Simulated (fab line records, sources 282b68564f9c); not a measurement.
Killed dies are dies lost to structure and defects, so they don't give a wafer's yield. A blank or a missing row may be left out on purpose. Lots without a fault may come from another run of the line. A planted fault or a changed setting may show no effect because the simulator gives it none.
Split-lot experiment | flow rit_cmos | 5 lots, 23 wafers read, on a route of 202 steps

THE SPLIT
At RIT_PRETRO_IMPLANT_08, the setting dose_cm2 was moved away from the recipe's 1.2e+13 on 8 of the 23 wafers read, by -7.3% to +3.6%. The other wafers ran this setting at the recipe's value.

FROM THE SPLIT TO THE READING: what the file shows between them, 1 step
- RIT_PRETRO_STRIP_09: strips in O2, time 180 s

THE READING
PRETRO_TW, at RIT_PRETRO_TW_MEAS_10. Fault-free wafers of this fab line usually give 475, standard deviation 4.

wafer  | tool, chamber at the split | dose_cm2 as run | against the recipe | PRETRO_TW | against lot-mates on the recipe
L075.1 | implanter-01, 0            | 1.2e+13         | recipe             | 479       | -
L075.2 | implanter-01, 0            | 1.2e+13         | recipe             | 478       | -
L075.3 | implanter-01, 0            | 1.2e+13         | recipe             | 478       | -
L075.4 | implanter-01, 0            | 1.2e+13         | recipe             | 481       | -
L075.5 | implanter-01, 0            | 1.2e+13         | recipe             | 479       | -
L077.1 | implanter-03, 0            | 1.112e+13       | -7.3%              | 468       | -12
L077.3 | implanter-03, 0            | 1.112e+13       | -7.3%              | 467       | -12
L077.4 | implanter-03, 0            | 1.2e+13         | recipe             | 479       | -
L077.5 | implanter-03, 0            | 1.112e+13       | -7.3%              | 467       | -12
L077.6 | implanter-03, 0            | 1.2e+13         | recipe             | 480       | -
L078.1 | implanter-03, 0            | 1.2e+13         | recipe             | 479       | -
L078.2 | implanter-03, 0            | 1.2e+13         | recipe             | 480       | -
L078.3 | implanter-03, 0            | 1.243e+13       | +3.6%              | 487       | +7
L078.5 | implanter-03, 0            | 1.2e+13         | recipe             | 480       | -
L078.6 | implanter-03, 0            | 1.243e+13       | +3.6%              | 487       | +7
L080.1 | implanter-04, 0            | 1.2e+13         | recipe             | 471       | -
L080.2 | implanter-04, 0            | 1.2e+13         | recipe             | 473       | -
L080.6 | implanter-04, 0            | 1.2e+13         | recipe             | 470       | -
L084.1 | implanter-04, 0            | 1.2e+13         | recipe             | 478       | -
L084.3 | implanter-04, 0            | 1.2e+13         | recipe             | 477       | -
L084.4 | implanter-04, 0            | 1.128e+13       | -6.0%              | 469       | -8
L084.5 | implanter-04, 0            | 1.128e+13       | -6.0%              | 466       | -12
L084.6 | implanter-04, 0            | 1.128e+13       | -6.0%              | 471       | -6

THE FIT
A straight line over all 23 wafers: PRETRO_TW changes by +1.6 for each +1% of dose_cm2; r = +0.87; the points scatter about the line by 3.1.
The same after taking each lot's own level away (the mean of its wafers on the recipe; 23 wafers): +1.65 for each +1%; r = +0.98; scatter 1.2.
On that fit, the largest move of dose_cm2 shifts the reading by 12.
The lots' own levels span 471.3 to 479.7, that is 2.1 times the standard deviation above.
So the lot-to-lot level changes the slope little: the two slopes agree.
Check: with one of the wafers moved furthest among these (-7.3%) left out of the fit, the line predicts -11.9 for it against its lot-mates. It came out at -11.5 against them.

OTHER SPLITS ON THESE WAFERS
These wafers also went through other splits before the reading. Each is held against what the fit with the lots' levels taken away leaves over:
other split on the same wafers | wafers away from the commonest value | r with PRETRO_TW (lot level and that fit taken away)
RIT_NRETRO_COAT_01 spin_rpm    | 6                                    | +0.08
RIT_NRETRO_SOFTBAKE_02 temp_c  | 9                                    | +0.16

THE FILE'S OWN FIT
PRETRO_TW changes by +1.62 for each +1% of dose_cm2, r = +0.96.
